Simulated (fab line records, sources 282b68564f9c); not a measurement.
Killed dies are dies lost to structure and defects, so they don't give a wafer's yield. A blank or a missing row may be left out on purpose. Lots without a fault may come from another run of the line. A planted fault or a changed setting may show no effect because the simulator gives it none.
Problem report in the 8D (eight disciplines) form, filled by code | flow rit_cmos | the parts of the form that need people (team, actions taken, sign-off) are left out

1. THE PROBLEM
PRETRO_TW at RIT_PRETRO_TW_MEAS_10 reads a mean of 501 on 9 wafers of 3 lots; wafers without a fault read 471 with a standard deviation of 4.5. That is +6.8 standard deviations from the usual mean.
First seen on wafer L161.2, day 4 01:44, on film_metro-02. The record holds 45 wafers of 15 lots with a number at this step. Rule for "out", or "out of limits": more than 4 standard deviations from the usual mean. The other wafers with a number count as sound.

2. WHAT IT IS AND WHAT IT IS NOT
question                    | is                           | is not
which readings at this step | PRETRO_TW                    | -
which lots                  | L161, L162, L164             | L153, L154, L158, L159, L167, L168, L170, L172, L173, L174, L175, L176
which wafers of those lots  | all that have a number       | -
read on which gauges        | film_metro-01, film_metro-02 | film_metro-04
when                        | from day 4 01:44             | up to then (12 sound wafers); but 24 sound wafers of L167, L168, L170, L172, L173, L174, L175, L176 came after

3. SUSPECTS, AND WHAT RULES EACH OUT
Counting: a tool at a process step up to the reading stays a suspect if it ran every lot that is out and no sound lot after the first of them.
- the gauge at RIT_PRETRO_TW_MEAS_10: ruled out. The wafers that are out were read on 2 gauges (film_metro-01, film_metro-02).
- implanter-03 at RIT_PRETRO_IMPLANT_08: kept. It ran every lot that is out, first L161 (day 4 01:26), and no sound lot after that; its last sound lot up to then is L159 (day 3 19:26). Its own readings are out on those wafers: beam_on_s, end_station_pressure_torr, faraday_current_uA.
Left after counting: implanter-03 at RIT_PRETRO_IMPLANT_08.

4. THE CAUSE (what the simulator had put in)
Process parameter drift: implanter-03, from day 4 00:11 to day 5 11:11, at RIT_PRETRO_IMPLANT_08. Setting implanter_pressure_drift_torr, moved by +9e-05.
Process parameter drift: implanter-03, from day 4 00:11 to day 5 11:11, at RIT_PRETRO_IMPLANT_08. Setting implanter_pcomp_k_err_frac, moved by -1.
Counting left only this tool.

5. THE CHAIN OF EFFECTS, in route order
Each row: a reading whose mean over the struck wafers that have a number lies more than 3 standard deviations from the usual. Only readings for which the record gives a usual standard deviation are gone through. hours: the time from each lot's start at the first step in this table that gives one to its start at this step, as a median over the lots. sigmas: the change in usual standard deviations.
hours | step                  | reading                   | usual         | on struck wafers | change    | sigmas
0     | RIT_PRETRO_IMPLANT_08 | beam_on_s                 | 9.99 s        | 12.22            | +2.23     | +11
0     | RIT_PRETRO_IMPLANT_08 | end_station_pressure_torr | 5.05e-06 Torr | 9.40e-05         | +8.90e-05 | +99 or more
0     | RIT_PRETRO_IMPLANT_08 | faraday_current_uA        | 38.1          | 31.5             | -6.6      | -8.7
0     | RIT_PRETRO_TW_MEAS_10 | PRETRO_TW                 | 471           | 501              | +30       | +6.8
The process steps in it:
- RIT_PRETRO_IMPLANT_08

6. WHAT WOULD HAVE CAUGHT IT SOONER
In this record the first reading out of limits at a measuring or inspecting step was taken at day 4 01:44, 2 hours after the fault began at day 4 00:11.
The tool's own readings at RIT_PRETRO_IMPLANT_08 were out on every struck wafer that the step has a row for (beam_on_s, end_station_pressure_torr, faraday_current_uA): an alarm limit on them would have fired on the first of those.
Of the lots that are out (3), L162, L164 began RIT_PRETRO_IMPLANT_08 on implanter-03 after day 4 01:44. A hold on the tool at that time would have spared those 2.
